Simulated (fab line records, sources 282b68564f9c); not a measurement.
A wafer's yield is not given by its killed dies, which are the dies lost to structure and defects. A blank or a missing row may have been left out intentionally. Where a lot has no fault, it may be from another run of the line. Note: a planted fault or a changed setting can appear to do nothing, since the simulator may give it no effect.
One fault seen from 2 desks || flow ritCmos || only its own numbers are on each desk; what lay behind them is given at the end

## AT THE METROLOGY DESK
Lot by lot, what the gauges showed, no matter which tool ran the lot: averages of those sampled wafers that carry a number. If a lot's mean is further than 4 standard deviations from the usual mean, the lot is out of limits and carries the mark OUT (the distance appears in the brackets).
Columns: A = PSD_RS at RIT_SDANNEAL_RS_MEAS_04, usual 115.8 ohm/sq; B = NSD_RS at RIT_SDANNEAL_RS_MEAS_05, usual 84.54 ohm/sq; C = PLDD_RS at RIT_SDANNEAL_RS_MEAS_06, usual 178.6 ohm/sq; D = NLDD_RS at RIT_SDANNEAL_RS_MEAS_07, usual 151.6 ohm/sq; E = SILICIDE_TI_RS at RIT_SILICIDE_RS_MEAS_02, usual 47.8 ohm/sq; F = SILICIDE_TI_THK at RIT_SILICIDE_THK_MEAS_03, usual 30.0 nm
{"lot": "L342", "first seen here": "day 4 14:01", "A": 116.0, "B": 84.46, "C": 178.3, "D": 151.4, "E": 47.9, "F": 30.1}
{"lot": "L347", "first seen here": "day 5 15:16", "A": 116.4, "B": 84.47, "C": 179.1, "D": 151.6, "E": 48.2, "F": 29.8}
{"lot": "L350", "first seen here": "day 6 09:34", "A": 115.2, "B": 84.54, "C": 178.0, "D": 151.8, "E": 47.9, "F": 30.0}
{"lot": "L352", "first seen here": "day 6 19:32", "A": 115.7, "B": 84.62, "C": 178.3, "D": 150.5, "E": 47.1, "F": 30.4}
{"lot": "L355", "first seen here": "day 7 07:28", "A": 115.5, "B": 84.41, "C": 178.5, "D": 152.0, "E": 48.1, "F": 29.7}
{"lot": "L357", "first seen here": "day 7 21:49", "A": 116.2, "B": 84.40, "C": 179.2, "D": 151.9, "E": 47.7, "F": 30.2}
This desk's finding: nothing out of limits on any of the 6 lots.

## AT THE TOOL OWNER'S DESK: rtpAnneal-02
The tool's own readings at RIT_SILICIDE_RTA_04 (time 10 s, ramp up 5 s, ramp down 5 s): means of the sampled wafers that have a number, for each lot that ran on this tool. If a lot's mean is further than 4 standard deviations from the usual mean, the lot is out of limits and carries the mark OUT (the distance appears in the brackets).
Columns: A = wafer_temp_C_max at RIT_SILICIDE_RTA_04, usual 654.1
{"lot": "L342", "first seen here": "day 4 14:49", "A": 655.0}
{"lot": "L350", "first seen here": "day 6 10:23", "A": "595.8 (-42) OUT"}
{"lot": "L352", "first seen here": "day 6 20:22", "A": "596.0 (-41) OUT"}
Finding of this desk: L350, L352 out of limits; the first was L350 at day 6 10:23, on wafer_temp_C_max at RIT_SILICIDE_RTA_04. Within limits: L342.

## TAKEN TOGETHER
The tool owner's desk could have raised an alarm at day 6 10:23, on L350, L352.
Metrology desk: nothing out of limits seen.
The metrology desk holds a record of L350, L352, inside its limits.
Of the lots named, all ran RIT_SILICIDE_RTA_04 on rtpAnneal-02.

## WHAT THE SIMULATOR HAD PUT IN
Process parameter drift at RIT_SILICIDE_RTA_04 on rtpAnneal-02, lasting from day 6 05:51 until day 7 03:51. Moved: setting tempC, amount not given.
Shown lots that were struck: L350, L352.
Each desk's first reading out of limits, in hours after the fault started: the tool owner's desk, 5.
